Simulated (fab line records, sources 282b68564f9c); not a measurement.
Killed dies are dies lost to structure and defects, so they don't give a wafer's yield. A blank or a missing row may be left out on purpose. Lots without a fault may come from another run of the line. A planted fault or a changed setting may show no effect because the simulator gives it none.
Which tool did it? | flow rit_cmos | 7 lots, 21 wafers sampled, at 2 steps of a route of 202

WHAT THE GAUGES READ, wafer by wafer
RIT_NRETRO_TW_MEAS_10.
lot  | measured    | on            | NRETRO_TW
L786 | day 2 12:53 | film_metro-02 | 1045 1046 1046
L789 | day 3 02:37 | film_metro-04 | 1060 1064 1061
L791 | day 3 13:58 | film_metro-02 | 1052 1050 1053
L793 | day 3 22:59 | film_metro-03 | 1051 1058 1054
L799 | day 5 07:24 | film_metro-03 | 1059 1058 1053
L803 | day 6 04:43 | film_metro-02 | 1082 1083 1079
L808 | day 7 01:41 | film_metro-04 | 1062 1063 1060

WHICH TOOL RAN EACH LOT (tool, then ch and the chambers of the sampled wafers, then the start)
lot  | RIT_NRETRO_IMPLANT_08
L786 | implanter-04 ch 0, day 2 12:34
L789 | implanter-03 ch 0, day 3 02:17
L791 | implanter-04 ch 0, day 3 13:39
L793 | implanter-02 ch 0, day 3 22:40
L799 | implanter-03 ch 0, day 5 07:07
L803 | implanter-03 ch 0, day 6 04:25
L808 | implanter-02 ch 0, day 7 01:22
- RIT_NRETRO_IMPLANT_08

THE ANSWER, worked out from the rows above alone
Rule: what is usual is taken from the lots themselves. Put in order of their means at a reading, lots are off if they are a third of the lots or fewer, leave a main group of 4 or more, and stand apart from it by a gap of 3 or more times the standard deviation of the main group's means; of several such gaps the widest counts. A main group whose means are all the same, to the digits that the tables above print for the reading, isn't used. A lot without any number at a reading at which 4 lots or more have one is off too. The other lots that the step has rows for count as sound.
Off: L803, at RIT_NRETRO_TW_MEAS_10 (NRETRO_TW). The main group: mean 1055, standard deviation 5.6.
A tool fits if, at a process step before that reading, it ran every lot that is off, and no sound lot after the first of them. The gauges at RIT_NRETRO_TW_MEAS_10 are tried like those tools. Can't be told from this: 2 tools fit, implanter-03 at RIT_NRETRO_IMPLANT_08, film_metro-02 at RIT_NRETRO_TW_MEAS_10.

WHAT THE SIMULATOR HAD PUT IN
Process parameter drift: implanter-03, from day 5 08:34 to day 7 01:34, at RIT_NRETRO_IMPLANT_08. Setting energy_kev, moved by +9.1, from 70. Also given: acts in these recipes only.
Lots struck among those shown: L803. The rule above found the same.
